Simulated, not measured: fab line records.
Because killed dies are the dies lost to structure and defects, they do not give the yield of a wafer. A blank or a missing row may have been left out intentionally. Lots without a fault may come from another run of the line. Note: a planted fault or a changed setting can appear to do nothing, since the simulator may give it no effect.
2 desks looking at one fault ; flow berkeley_cmos170 ; every desk sees just its own numbers, and what lay behind them comes last

== THE TOOL OWNER'S DESK: implanter-03 ==
For each lot that ran on this tool, the mean over its sampled wafers that have a number, from the tool's own readings at UCB170_NLDD_IMPLANT_08. Any lot whose mean is over 4 standard deviations away from the usual mean is out of limits and marked OUT; that distance is given in the brackets.
Columns: A = beam_energy_keV at UCB170_NLDD_IMPLANT_08, usual 30.001
lot;first seen here;A
L688;day 8 12:46;29.998
L691;day 9 03:31;29.417 (-69) OUT
L695;day 9 15:22;29.424 (-69) OUT
Finding of this desk: L691, L695 out of limits; the first was L691 at day 9 03:31, on beam_energy_keV at UCB170_NLDD_IMPLANT_08. L688 stayed within limits.

== METROLOGY DESK ==
What the gauges read for every lot (on any tool): the sampled wafers with a number, averaged. Any lot whose mean is over 4 standard deviations away from the usual mean is out of limits and marked OUT; that distance is given in the brackets.
Columns: A = PLDD_TW at UCB170_PLDD_TW_MEAS_11, usual 1013; B = cd_nm at UCB170_NLDD_CD_MEAS_06, usual 1200.1 nm; C = NLDD_OVL at UCB170_NLDD_OVL_MEAS_07, usual -2 nm
lot;first seen here;A;B;C
L687;day 8 09:52;1017;1200.3;-1
L688;day 8 10:42;1016;1198.5;-1
L691;day 9 01:16;1019;1201.1;-5
L695;day 9 13:55;1006;1199.4;-9
L701;day 10 13:08;1005;1199.1;-4
L700;day 10 13:55;1014;1198.9;6
Finding of this desk: none of the 6 lots has anything out of limits.

== PUT TOGETHER ==
The tool owner's desk had the chance to raise an alarm at day 9 03:31 on L691, L695.
At the metrology desk, nothing out of limits was observed.
The metrology desk holds a record of L691, L695, inside its limits.
UCB170_NLDD_IMPLANT_08 was run on implanter-03 by each of the lots named.

== WHAT THE SIMULATOR HAD PUT IN ==
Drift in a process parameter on implanter-03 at UCB170_NLDD_IMPLANT_08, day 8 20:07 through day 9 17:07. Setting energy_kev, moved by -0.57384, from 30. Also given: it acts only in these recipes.
Lots struck among those shown: L691, L695.
Each desk's first reading out of limits, in hours after the fault started: the tool owner's desk, 7.
